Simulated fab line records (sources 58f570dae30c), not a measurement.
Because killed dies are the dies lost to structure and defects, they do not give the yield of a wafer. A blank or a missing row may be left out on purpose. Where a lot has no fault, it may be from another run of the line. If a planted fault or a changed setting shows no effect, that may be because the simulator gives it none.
Which of the tools did it? + flow berkeleyCmos170 + 14 lots with 42 wafers sampled at 5 steps, on a route of 331 steps

== WHAT THE GAUGES READ, wafer by wafer ==
UCB170_M1_CD_MEAS_09: the cd target is 700 nm. Usual: cdNm 700.2 nm, standard deviation 1.3.
| lot  | measured     | on       | cdNm (nm)         | flag |
|------|--------------|----------|-------------------|------|
| L530 | day 7 01:47  | cdSem-01 | 703.5 703.6 702.6 |      |
| L532 | day 7 18:10  | cdSem-01 | 698.9 700.6 699.5 |      |
| L531 | day 7 18:41  | cdSem-01 | 700.6 700.3 700.4 |      |
| L534 | day 8 04:06  | cdSem-01 | 700.3 701.0 701.2 |      |
| L533 | day 8 02:40  | cdSem-01 | 701.6 700.4 699.7 |      |
| L535 | day 8 16:04  | cdSem-01 | 699.1 700.3 699.5 |      |
| L537 | day 8 18:10  | cdSem-02 | 699.8 700.2 700.4 |      |
| L541 | day 9 19:22  | cdSem-01 | 699.3 697.7 698.2 |      |
| L540 | day 9 18:57  | cdSem-02 | 711.6 711.6 710.9 | OFF  |
| L542 | day 10 05:02 | cdSem-02 | 711.9 711.4 712.6 | OFF  |
| L546 | day 10 21:26 | cdSem-02 | 699.5 700.4 699.4 |      |
| L548 | day 10 22:28 | cdSem-01 | 698.2 699.8 699.4 |      |
| L547 | day 10 21:50 | cdSem-01 | 700.9 701.7 702.2 |      |
| L552 | day 11 14:43 | cdSem-02 | 700.8 700.5 700.4 |      |

== TOOL THAT RAN EACH LOT (tool first, then ch and the chambers of the sampled wafers, then the start) ==
| lot  | UCB170_ACTIVE_ETCH_15            | UCB170_ACTIVE_STRIP_16             | UCB170_CONTACT_STRIP_06             | UCB170_M1_SOFTBAKE_05            |
|------|----------------------------------|------------------------------------|-------------------------------------|----------------------------------|
| L530 | rieDiel-02 ch 0,2,3, day 4 11:52 | plasmaAsher-02 ch 0,1, day 4 11:58 | plasmaAsher-04 ch 0,1, day 6 22:41  | lithoTrack-01 ch 0, day 7 01:00  |
| L532 | rieDiel-01 ch 1,2,3, day 4 18:10 | plasmaAsher-01 ch 0,1, day 4 18:16 | plasmaAsher-03 ch 0,1, day 7 13:05  | lithoTrack-04 ch 0, day 7 17:00  |
| L531 | rieDiel-03 ch 1,2,3, day 4 18:26 | plasmaAsher-04 ch 0,1, day 4 18:32 | plasmaAsher-02 ch 0,1, day 7 13:05  | lithoTrack-01 ch 0, day 7 17:00  |
| L534 | rieDiel-01 ch 1,2, day 5 11:08   | plasmaAsher-01 ch 0,1, day 5 11:16 | plasmaAsher-02 ch 0,1, day 7 22:35  | lithoTrack-04 ch 0, day 8 03:00  |
| L533 | rieDiel-03 ch 1,2,3, day 5 11:26 | plasmaAsher-04 ch 0,1, day 5 11:32 | plasmaAsher-04 ch 0,1, day 7 22:17  | lithoTrack-04 ch 0, day 8 01:00  |
| L535 | rieDiel-03 ch 0,1, day 5 20:37   | plasmaAsher-01 ch 0,1, day 5 20:43 | plasmaAsher-04 ch 0,1, day 8 12:22  | lithoTrack-01 ch 0, day 8 15:00  |
| L537 | rieDiel-02 ch 1,2,3, day 6 01:04 | plasmaAsher-01 ch 0,1, day 6 01:10 | plasmaAsher-03 ch 0,1, day 8 14:09  | lithoTrack-04 ch 0, day 8 17:00  |
| L541 | rieDiel-01 ch 0,2, day 6 13:08   | plasmaAsher-02 ch 0,1, day 6 13:14 | plasmaAsher-02 ch 0, day 9 11:40    | lithoTrack-02 ch 0, day 9 18:00  |
| L540 | rieDiel-02 ch 1,2,3, day 6 13:15 | plasmaAsher-01 ch 0,1, day 6 13:21 | plasmaAsher-04 ch 0,1, day 9 11:40  | lithoTrack-01 ch 0, day 9 18:00  |
| L542 | rieDiel-01 ch 0,1,3, day 7 02:10 | plasmaAsher-04 ch 0,1, day 7 02:16 | plasmaAsher-02 ch 0,1, day 10 01:19 | lithoTrack-01 ch 0, day 10 04:00 |
| L546 | rieDiel-03 ch 1,2, day 7 12:18   | plasmaAsher-04 ch 0,1, day 7 12:24 | plasmaAsher-03 ch 0,1, day 10 14:20 | lithoTrack-04 ch 0, day 10 19:00 |
| L548 | rieDiel-03 ch 0,1, day 8 01:51   | plasmaAsher-01 ch 1, day 8 01:57   | plasmaAsher-03 ch 0,1, day 10 15:31 | lithoTrack-04 ch 0, day 10 21:00 |
| L547 | rieDiel-02 ch 0,2,3, day 8 01:58 | plasmaAsher-04 ch 0,1, day 8 02:04 | plasmaAsher-04 ch 0,1, day 10 15:08 | lithoTrack-02 ch 0, day 10 20:00 |
| L552 | rieDiel-02 ch 0,1,3, day 8 22:48 | plasmaAsher-02 ch 0,1, day 8 22:54 | plasmaAsher-04 ch 0,1, day 11 10:14 | lithoTrack-02 ch 0, day 11 13:00 |
- UCB170_ACTIVE_ETCH_15: etches Si3N4 in CH3F/Ar/O2, stops on SiO2, target depth 242 nm, time 151 s.
- UCB170_ACTIVE_STRIP_16: strips in O2.
- UCB170_CONTACT_STRIP_06: strips in O2.
- UCB170_M1_SOFTBAKE_05: time 60 s.

== AS READ BY THE TOOLS THEMSELVES (means over the sampled wafers that have a number; for cases with no such wafer, the mark the record gives instead) ==
UCB170_ACTIVE_ETCH_15. Usual: CH3F_flow_sccm 20.00 sccm, standard deviation 0.056; drypumpMotorCurrentA 5.6 A, standard deviation 0.38; oesProductAu 0.942 a.u., standard deviation 0.011; throttleValvePct 8.07 %, standard deviation 0.14.
| lot  | tool       | CH3F_flow_sccm (sccm) | drypumpMotorCurrentA (A) | oesProductAu (a.u.) | throttleValvePct (%) | flag |
|------|------------|-----------------------|--------------------------|---------------------|----------------------|------|
| L530 | rieDiel-02 | 20.00                 | 5.9                      | 0.939               | 8.11                 |      |
| L532 | rieDiel-01 | 20.01                 | 5.8                      | 0.931               | 8.12                 |      |
| L531 | rieDiel-03 | 19.98                 | 5.7                      | 0.934               | 7.93                 |      |
| L534 | rieDiel-01 | 19.96                 | 5.7                      | 0.942               | 8.05                 |      |
| L533 | rieDiel-03 | 20.05                 | 5.7                      | 0.944               | 7.93                 |      |
| L535 | rieDiel-03 | 20.00                 | 5.5                      | 0.950               | 8.15                 |      |
| L537 | rieDiel-02 | 20.02                 | 5.7                      | 0.947               | 8.10                 |      |
| L541 | rieDiel-01 | 19.99                 | 5.1                      | 0.936               | 8.06                 |      |
| L540 | rieDiel-02 | 20.01                 | 5.7                      | 0.948               | 8.09                 |      |
| L542 | rieDiel-01 | 19.99                 | 5.6                      | 0.940               | 7.98                 |      |
| L546 | rieDiel-03 | 19.98                 | 5.4                      | 0.953               | 7.99                 |      |
| L548 | rieDiel-03 | 20.03                 | 5.5                      | 0.948               | 8.16                 |      |
| L547 | rieDiel-02 | 20.01                 | 5.9                      | 0.960               | 8.10                 |      |
| L552 | rieDiel-02 | 19.97                 | 5.4                      | 0.934               | 8.14                 |      |

UCB170_ACTIVE_STRIP_16. Usual: drypumpMotorCurrentA 5.6 A, standard deviation 0.36; oesProductAu 0.721 a.u., standard deviation 0.0046; stripTimeToEndpointS 18.36 s, standard deviation 0.12.
| lot  | tool           | drypumpMotorCurrentA (A) | oesProductAu (a.u.) | stripTimeToEndpointS (s) | flag |
|------|----------------|--------------------------|---------------------|--------------------------|------|
| L530 | plasmaAsher-02 | 6.0                      | 0.723               | 18.34                    |      |
| L532 | plasmaAsher-01 | 5.6                      | 0.722               | 18.43                    |      |
| L531 | plasmaAsher-04 | 5.4                      | 0.726               | 18.37                    |      |
| L534 | plasmaAsher-01 | 5.6                      | 0.719               | 18.31                    |      |
| L533 | plasmaAsher-04 | 5.4                      | 0.720               | 18.42                    |      |
| L535 | plasmaAsher-01 | 5.5                      | 0.718               | 18.14                    |      |
| L537 | plasmaAsher-01 | 5.6                      | 0.718               | 18.37                    |      |
| L541 | plasmaAsher-02 | 6.0                      | 0.718               | 18.35                    |      |
| L540 | plasmaAsher-01 | 5.6                      | 0.719               | 18.20                    |      |
| L542 | plasmaAsher-04 | 5.4                      | 0.720               | 18.40                    |      |
| L546 | plasmaAsher-04 | 5.4                      | 0.725               | 18.42                    |      |
| L548 | plasmaAsher-01 | 5.8                      | 0.721               | 18.31                    |      |
| L547 | plasmaAsher-04 | 5.5                      | 0.724               | 18.47                    |      |
| L552 | plasmaAsher-02 | 6.0                      | 0.725               | 18.39                    |      |

UCB170_CONTACT_STRIP_06. Usual: drypumpMotorCurrentA 5.65 A, standard deviation 0.3; oesProductAu 0.734 a.u., standard deviation 0.0046; stripTimeToEndpointS 21.99 s, standard deviation 0.054.
| lot  | tool           | drypumpMotorCurrentA (A) | oesProductAu (a.u.) | stripTimeToEndpointS (s) | flag |
|------|----------------|--------------------------|---------------------|--------------------------|------|
| L530 | plasmaAsher-04 | 5.42                     | 0.734               | 22.02                    |      |
| L532 | plasmaAsher-03 | 5.40                     | 0.732               | 22.00                    |      |
| L531 | plasmaAsher-02 | 5.90                     | 0.729               | 21.88                    |      |
| L534 | plasmaAsher-02 | 5.97                     | 0.734               | 21.98                    |      |
| L533 | plasmaAsher-04 | 5.42                     | 0.729               | 21.97                    |      |
| L535 | plasmaAsher-04 | 5.43                     | 0.731               | 21.99                    |      |
| L537 | plasmaAsher-03 | 5.65                     | 0.734               | 22.04                    |      |
| L541 | plasmaAsher-02 | 5.87                     | 0.729               | 22.01                    |      |
| L540 | plasmaAsher-04 | 5.43                     | 0.736               | 22.06                    |      |
| L542 | plasmaAsher-02 | 5.99                     | 0.733               | 21.99                    |      |
| L546 | plasmaAsher-03 | 5.62                     | 0.737               | 21.98                    |      |
| L548 | plasmaAsher-03 | 5.61                     | 0.732               | 22.00                    |      |
| L547 | plasmaAsher-04 | 5.43                     | 0.730               | 22.00                    |      |
| L552 | plasmaAsher-04 | 5.38                     | 0.737               | 21.95                    |      |

UCB170_M1_SOFTBAKE_05. Usual: heaterPowerTotalW 56.80 W, standard deviation 0.044; plateTempC 129.98 C, standard deviation 0.15; resistLineTempC 23.03 C, standard deviation 0.11.
| lot  | tool          | heaterPowerTotalW (W) | plateTempC (C) | resistLineTempC (C) | flag |
|------|---------------|-----------------------|----------------|---------------------|------|
| L530 | lithoTrack-01 | 56.77                 | 129.80         | 22.98               |      |
| L532 | lithoTrack-04 | 56.80                 | 130.08         | 22.91               |      |
| L531 | lithoTrack-01 | 56.77                 | 130.04         | 23.11               |      |
| L534 | lithoTrack-04 | 56.80                 | 129.73         | 23.03               |      |
| L533 | lithoTrack-04 | 56.80                 | 130.10         | 23.08               |      |
| L535 | lithoTrack-01 | 56.80                 | 130.08         | 22.90               |      |
| L537 | lithoTrack-04 | 56.86                 | 130.10         | 22.86               |      |
| L541 | lithoTrack-02 | 56.79                 | 129.92         | 22.96               |      |
| L540 | lithoTrack-01 | 53.87                 | 124.78         | 22.92               | OFF  |
| L542 | lithoTrack-01 | 53.85                 | 124.75         | 22.99               | OFF  |
| L546 | lithoTrack-04 | 56.78                 | 129.85         | 23.14               |      |
| L548 | lithoTrack-04 | 56.80                 | 130.04         | 23.04               |      |
| L547 | lithoTrack-02 | 56.75                 | 129.97         | 23.00               |      |
| L552 | lithoTrack-02 | 56.81                 | 130.04         | 23.04               |      |

== THE ANSWER, worked out from the rows above alone ==
Rule: take the mean of a lot's wafers that have a number; if it is more than 3 standard deviations from the usual mean, the lot is off. Also off: a lot with no number at a reading for which 4 or more lots have one. Any other lot the step has rows for is counted as sound. First the gauges in route order, then the tools' own readings, where a lot's mean is used as printed above. The first step at which some lot is off is used, and at that step the reading that is off furthest; a lot without a number counts as furthest.
Off: L540, L542 (UCB170_M1_CD_MEAS_09, cdNm).
If a tool, at a process step before that reading, ran all the lots that are off and no sound lot after the first of them, it fits. The gauges at UCB170_M1_CD_MEAS_09 aren't tried: what is off there is off at UCB170_M1_SOFTBAKE_05 too, on other tools, and a gauge's error can't cause that. One fits: UCB170_M1_SOFTBAKE_05 on lithoTrack-01. A fault onset in the window from L535 (day 8 15:00, its last sound lot) to L540 (day 9 18:00, its first lot off) fits.
The tool's own readings at UCB170_M1_SOFTBAKE_05 bear it out: on the lots that are off they differ by more than 5 times the standard deviation of the sound lots' means. heaterPowerTotalW reads 53.86 W there against 56.79 W on the sound lots; plateTempC reads 124.77 C there against 129.98 C on the sound lots.

== WHAT THE SIMULATOR PUT IN ==
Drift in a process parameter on lithoTrack-01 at UCB170_M1_SOFTBAKE_05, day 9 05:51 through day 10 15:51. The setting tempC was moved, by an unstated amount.
Lots struck among those shown: L540, L542. The rule above reached the same finding.
